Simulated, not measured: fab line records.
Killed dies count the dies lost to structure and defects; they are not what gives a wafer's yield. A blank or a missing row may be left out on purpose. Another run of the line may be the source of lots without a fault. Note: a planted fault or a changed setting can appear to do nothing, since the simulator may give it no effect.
Comparing a struck lot with a sound one || flow rit cmos || 16 out of 202 route steps
Sound: these wafers, L573.1, L573.4, L573.6. Wafers L586.3, L586.4, L586.6 were the ones struck. At the end, the cause is stated.
Each step with rows lists, per side, the tool, then ch with its chambers, then its first start. Under that, the readings that differ: sound wafers || struck wafers || difference of the means || sigmas: that difference in standard deviations of wafers without a fault.
alike: a reading whose means differ by less than 2 such deviations, as well as words and numbers matching on both sides. not compared: withheld readings; readings where some wafer has no value; bounds like >300 that might hide an equal value; numbers whose values overlap and for which the record gives no deviation.
The two part at a step that has a row with sigmas, a row that says differs or no value, or rows on one side only. When numbers do not overlap yet have no deviation, they are printed without sigmas and do not part them. Lack of a reading on every wafer of one side parts them only where that side has two or more wafers.

first, 2 steps without rows for these wafers: RIT_NRETRO_HARDBAKE_07 (time 120 s); RIT_NRETRO_IMPLANT_08.
RIT_NRETRO_STRIP_09: strips in O2, time 180 s.
  sound on plasma asher-01 ch 0,1, day 2 21:20; struck on plasma asher-04 ch 0,1, day 5 16:34
  alike: drypump motor current A
  not compared: rf hours counter h
RIT_NRETRO_TW_MEAS_10:
  sound on film metro-04 at day 2 21:30; struck on film metro-02 at day 5 16:43
  alike: NRETRO_TW
then, 6 steps without rows for these wafers: RIT_PRETRO_HMDS_00 (prime time 60 s); RIT_PRETRO_COAT_01 (resist thk 1300 nm); RIT_PRETRO_SOFTBAKE_02 (time 60 s); RIT_PRETRO_EXPOSE_03 (exposes mask M5, target cd 43700 nm); RIT_PRETRO_PEB_04; RIT_PRETRO_DEVELOP_05 (develop time 68 s).
RIT_PRETRO_OVL_MEAS_06:
  sound on overlay-01 at day 2 22:34; struck on overlay-02 at day 5 17:38
  alike: PRETRO_OVL
then, 1 step without rows for these wafers: RIT_PRETRO_HARDBAKE_07 (time 120 s).
RIT_PRETRO_IMPLANT_08:
  sound on implanter-04 ch 0, day 2 22:51; struck on implanter-04 ch 0, day 5 17:58
{"reading": "beam energy keV", "sound": "45.000 45.013 45.025", "struck": "29.240 29.238 29.212", "difference": -15.783, "sigmas": "-99 or more"}
{"reading": "tilt deg (degrees)", "sound": "6.980 6.997 7.029", "struck": "7.036 7.063 7.048", "difference": "+0.047", "sigmas": "+2"}
{"reading": "model.implant.rp nm (nm)", "sound": "146.8 146.8 146.8", "struck": "94.5 94.5 94.5", "difference": -52.3, "sigmas": ""}
{"reading": "model.implant.drp nm (nm)", "sound": "55.07 55.07 55.07", "struck": "42.09 42.09 42.09", "difference": -12.98, "sigmas": ""}
RIT_PRETRO_STRIP_09: strips in O2, time 180 s.
  sound on plasma asher-01 ch 0, day 2 23:00; struck on plasma asher-01 ch 0,1, day 5 18:07
  alike: drypump motor current A
  not compared: rf hours counter h
RIT_PRETRO_TW_MEAS_10:
  sound on film metro-04 at day 2 23:11; struck on film metro-04 at day 5 18:29
{"reading": "PRETRO_TW", "sound": "475 474 477", "struck": "439 439 441", "difference": -36, "sigmas": -7}
  not compared: hold
RIT_M1_PROBE_99:
  sound on prober-02 at day 4 01:40; struck on prober-01 at day 7 02:07
  alike: killed_at_M0_to_M3, killed at contacts, killed at front end, killed dies, killed open, killed short

== WHERE THEY PART ==
First at RIT_PRETRO_IMPLANT_08; last, within this record, at RIT_PRETRO_TW_MEAS_10. Later steps at which nothing parts them and some readings are alike: RIT_M1_PROBE_99.

WHY: what had been put in by the simulator
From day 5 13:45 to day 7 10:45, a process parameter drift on implanter-04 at RIT_PRETRO_IMPLANT_08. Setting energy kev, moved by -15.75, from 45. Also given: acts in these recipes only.
